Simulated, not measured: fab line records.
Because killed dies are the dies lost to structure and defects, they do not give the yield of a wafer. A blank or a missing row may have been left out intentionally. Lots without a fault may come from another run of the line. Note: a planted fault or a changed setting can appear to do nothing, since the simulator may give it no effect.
Lot-split experiment / flow berkeley-cmos170 / route with 331 steps; 5 lots, 23 wafers read

== SPLIT DETAILS ==
At UCB170_V2_COAT_07 (resist thk 900 nm), the setting resist-thk-nm was moved away from the recipe's 900 nm on 6 of the 23 wafers read, by -4.3% to +4.5%. All remaining wafers had this setting at the recipe value.

== FROM THE SPLIT TO THE READING: what the file shows between them, 2 steps ==
- UCB170_V2_SOFTBAKE_08: time 60 s
- UCB170_V2_EXPOSE_09: exposes mask VIA2, target cd 700 nm

== THE READING ==
KrF_of_V2_COAT_07.thk-nm (the simulator's own value, which no gauge read), in nm, at UCB170_V2_ETCH_14 (etches SiO2 in CHF3/CF4/Ar, stops on Al, target depth 1250 nm, time 291 s). There is no usual value for it anywhere in the file. Average 616.6 nm, standard deviation 3.9 nm, over the 17 wafers here run with the recipe.

wafer=L076.1; tool, chamber at the split=litho-track-01, 0; resist-thk-nm as run, nm=900; against the recipe=recipe; KrF_of_V2_COAT_07.thk-nm, nm=612.6; against lot-mates on the recipe=-
wafer=L076.4; tool, chamber at the split=litho-track-01, 0; resist-thk-nm as run, nm=900; against the recipe=recipe; KrF_of_V2_COAT_07.thk-nm, nm=617.7; against lot-mates on the recipe=-
wafer=L076.6; tool, chamber at the split=litho-track-01, 0; resist-thk-nm as run, nm=900; against the recipe=recipe; KrF_of_V2_COAT_07.thk-nm, nm=611.6; against lot-mates on the recipe=-
wafer=L075.1; tool, chamber at the split=litho-track-01, 0; resist-thk-nm as run, nm=900; against the recipe=recipe; KrF_of_V2_COAT_07.thk-nm, nm=623.1; against lot-mates on the recipe=-
wafer=L075.2; tool, chamber at the split=litho-track-01, 0; resist-thk-nm as run, nm=900; against the recipe=recipe; KrF_of_V2_COAT_07.thk-nm, nm=612.2; against lot-mates on the recipe=-
wafer=L075.3; tool, chamber at the split=litho-track-01, 0; resist-thk-nm as run, nm=900; against the recipe=recipe; KrF_of_V2_COAT_07.thk-nm, nm=611.2; against lot-mates on the recipe=-
wafer=L075.4; tool, chamber at the split=litho-track-01, 0; resist-thk-nm as run, nm=900; against the recipe=recipe; KrF_of_V2_COAT_07.thk-nm, nm=617.9; against lot-mates on the recipe=-
wafer=L075.5; tool, chamber at the split=litho-track-01, 0; resist-thk-nm as run, nm=900; against the recipe=recipe; KrF_of_V2_COAT_07.thk-nm, nm=618.2; against lot-mates on the recipe=-
wafer=L077.1; tool, chamber at the split=litho-track-03, 0; resist-thk-nm as run, nm=861.4; against the recipe=-4.3%; KrF_of_V2_COAT_07.thk-nm, nm=584.3; against lot-mates on the recipe=-35.8
wafer=L077.2; tool, chamber at the split=litho-track-03, 0; resist-thk-nm as run, nm=900; against the recipe=recipe; KrF_of_V2_COAT_07.thk-nm, nm=619.3; against lot-mates on the recipe=-
wafer=L077.3; tool, chamber at the split=litho-track-03, 0; resist-thk-nm as run, nm=861.4; against the recipe=-4.3%; KrF_of_V2_COAT_07.thk-nm, nm=580.5; against lot-mates on the recipe=-39.6
wafer=L077.5; tool, chamber at the split=litho-track-03, 0; resist-thk-nm as run, nm=900; against the recipe=recipe; KrF_of_V2_COAT_07.thk-nm, nm=625; against lot-mates on the recipe=-
wafer=L077.6; tool, chamber at the split=litho-track-03, 0; resist-thk-nm as run, nm=900; against the recipe=recipe; KrF_of_V2_COAT_07.thk-nm, nm=616; against lot-mates on the recipe=-
wafer=L081.1; tool, chamber at the split=litho-track-03, 0; resist-thk-nm as run, nm=920.6; against the recipe=+2.3%; KrF_of_V2_COAT_07.thk-nm, nm=635.8; against lot-mates on the recipe=+17.6
wafer=L081.2; tool, chamber at the split=litho-track-03, 0; resist-thk-nm as run, nm=900; against the recipe=recipe; KrF_of_V2_COAT_07.thk-nm, nm=616.7; against lot-mates on the recipe=-
wafer=L081.3; tool, chamber at the split=litho-track-03, 0; resist-thk-nm as run, nm=900; against the recipe=recipe; KrF_of_V2_COAT_07.thk-nm, nm=618.4; against lot-mates on the recipe=-
wafer=L081.4; tool, chamber at the split=litho-track-03, 0; resist-thk-nm as run, nm=900; against the recipe=recipe; KrF_of_V2_COAT_07.thk-nm, nm=619.4; against lot-mates on the recipe=-
wafer=L081.5; tool, chamber at the split=litho-track-03, 0; resist-thk-nm as run, nm=920.6; against the recipe=+2.3%; KrF_of_V2_COAT_07.thk-nm, nm=638.1; against lot-mates on the recipe=+19.9
wafer=L083.1; tool, chamber at the split=litho-track-03, 0; resist-thk-nm as run, nm=940.7; against the recipe=+4.5%; KrF_of_V2_COAT_07.thk-nm, nm=656.3; against lot-mates on the recipe=+41.9
wafer=L083.2; tool, chamber at the split=litho-track-03, 0; resist-thk-nm as run, nm=900; against the recipe=recipe; KrF_of_V2_COAT_07.thk-nm, nm=612.6; against lot-mates on the recipe=-
wafer=L083.4; tool, chamber at the split=litho-track-03, 0; resist-thk-nm as run, nm=940.7; against the recipe=+4.5%; KrF_of_V2_COAT_07.thk-nm, nm=655.1; against lot-mates on the recipe=+40.7
wafer=L083.5; tool, chamber at the split=litho-track-03, 0; resist-thk-nm as run, nm=900; against the recipe=recipe; KrF_of_V2_COAT_07.thk-nm, nm=617.3; against lot-mates on the recipe=-
wafer=L083.6; tool, chamber at the split=litho-track-03, 0; resist-thk-nm as run, nm=900; against the recipe=recipe; KrF_of_V2_COAT_07.thk-nm, nm=613.2; against lot-mates on the recipe=-

THE FIT
A straight line over all 23 wafers: KrF_of_V2_COAT_07.thk-nm changes by +8.37 nm for each +1% of resist-thk-nm; r = +0.98; the points scatter about the line by 3.6 nm.
The same after taking each lot's own level away (the mean of its wafers on the recipe; 23 wafers): +8.88 nm for each +1%; r = +0.99; scatter 3 nm.
According to that fit, moving resist-thk-nm by its largest amount changes the reading by 40 nm.
Across the lots, their own levels run from 613.97 to 620.10 nm, a range of 1.6 times the standard deviation given above.
Consequently the slope shifts little with the lot-to-lot level, the two slopes agreeing.
Check: for one of the wafers moved furthest among these (+4.5%), held out of the fit, the line's prediction against its lot-mates is +39.6 nm. It came out at +41.9 nm against them.

== OTHER SPLITS ON THESE WAFERS ==
Note: prior to the reading, these wafers also went through further splits. Each is held against what the fit with the lots' levels taken away leaves over:
other split on the same wafers=UCB170_M2_SPUTTER_01 time-s; wafers away from the commonest value=8; r with KrF_of_V2_COAT_07.thk-nm (lot level and that fit taken away)=-0.11
other split on the same wafers=UCB170_M2_PEB_13 peb-temp-c; wafers away from the commonest value=5; r with KrF_of_V2_COAT_07.thk-nm (lot level and that fit taken away)=+0.11

== THE WHOLE CHAIN: every reading that the file lists as answering this split, in the file's order ==
step=UCB170_V2_COAT_07; what it does=resist thk 900 nm; reading=KrF_of_V2_COAT_07.thk-nm (the simulator's own value, which no gauge read); change (the file's fit)=+9.01 nm for each +1% of the setting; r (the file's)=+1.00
step=UCB170_V2_ETCH_14; what it does=etches SiO2 in CHF3/CF4/Ar, stops on Al, target depth 1250 nm, time 291 s; reading=KrF_of_V2_COAT_07.thk-nm (the simulator's own value, which no gauge read); change (the file's fit)=+8.89 nm for each +1% of the setting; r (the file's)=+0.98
step=UCB170_V2_STRIP_15; what it does=strips in O2; reading=strip-time-to-endpoint-s; change (the file's fit)=withheld for each +1% of the setting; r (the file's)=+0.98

== THE FILE'S OWN FIT ==
KrF_of_V2_COAT_07.thk-nm changes by +8.89 nm for each +1% of resist-thk-nm, r = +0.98.
